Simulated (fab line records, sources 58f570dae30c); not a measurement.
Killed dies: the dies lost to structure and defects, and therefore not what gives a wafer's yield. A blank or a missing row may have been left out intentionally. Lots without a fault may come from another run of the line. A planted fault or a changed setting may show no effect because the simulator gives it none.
The tool behind it: which one? | flow berkeley_cmos170 | 21 wafers from 7 lots sampled at 2 of the route's 331 steps

== WHAT THE GAUGES SHOWED, per wafer ==
UCB170_NVT_TW_MEAS_09.
lot  | measured     | on            | NVT_TW
L605 | day 6 19:20  | film_metro-02 | 529 528 528
L608 | day 7 21:51  | film_metro-01 | 528 531 532
L613 | day 8 04:48  | film_metro-01 | 660 662 654
L616 | day 9 01:47  | film_metro-01 | 528 528 527
L618 | day 9 13:35  | film_metro-03 | 516 514 513
L622 | day 10 09:54 | film_metro-03 | 516 517 516
L624 | day 10 14:06 | film_metro-02 | 530 529 534

== WHICH TOOL RAN EACH LOT (tool, then ch and the chambers of the sampled wafers, then the start) ==
lot  | UCB170_NVT_IMPLANT_07
L605 | implanter-02 ch 0, day 6 19:07
L608 | implanter-04 ch 0, day 7 21:36
L613 | implanter-03 ch 0, day 8 04:16
L616 | implanter-04 ch 0, day 9 01:34
L618 | implanter-04 ch 0, day 9 13:20
L622 | implanter-03 ch 0, day 10 09:39
L624 | implanter-03 ch 0, day 10 13:51
- UCB170_NVT_IMPLANT_07

== THE ANSWER, worked out from the rows above alone ==
Rule: the usual values come from the lots themselves. The widest of any qualifying gaps counts: lots, ordered by their means at a reading, are off when they make up no more than a third of the lots, leave a main group of 4 or more, and stand apart from it by 3 or more times the standard deviation of that group's means. The tables above print the reading to a certain number of digits; a main group whose means all agree to those digits is not used. A lot without any number at a reading at which 4 lots or more have one is off too. Where the step has rows for the other lots, those lots are counted as sound.
Off: L613, seen at UCB170_NVT_TW_MEAS_09 (NVT_TW). The main group has a mean of 525 with a standard deviation of 6.7.
A tool fits if, at a process step before that reading, it ran every lot that is off, and no sound lot after the first of them. Those tools and the gauges at UCB170_NVT_TW_MEAS_09 are tried in the same way. No candidate that was tried fits.

== WHAT THE SIMULATOR HAD INSERTED ==
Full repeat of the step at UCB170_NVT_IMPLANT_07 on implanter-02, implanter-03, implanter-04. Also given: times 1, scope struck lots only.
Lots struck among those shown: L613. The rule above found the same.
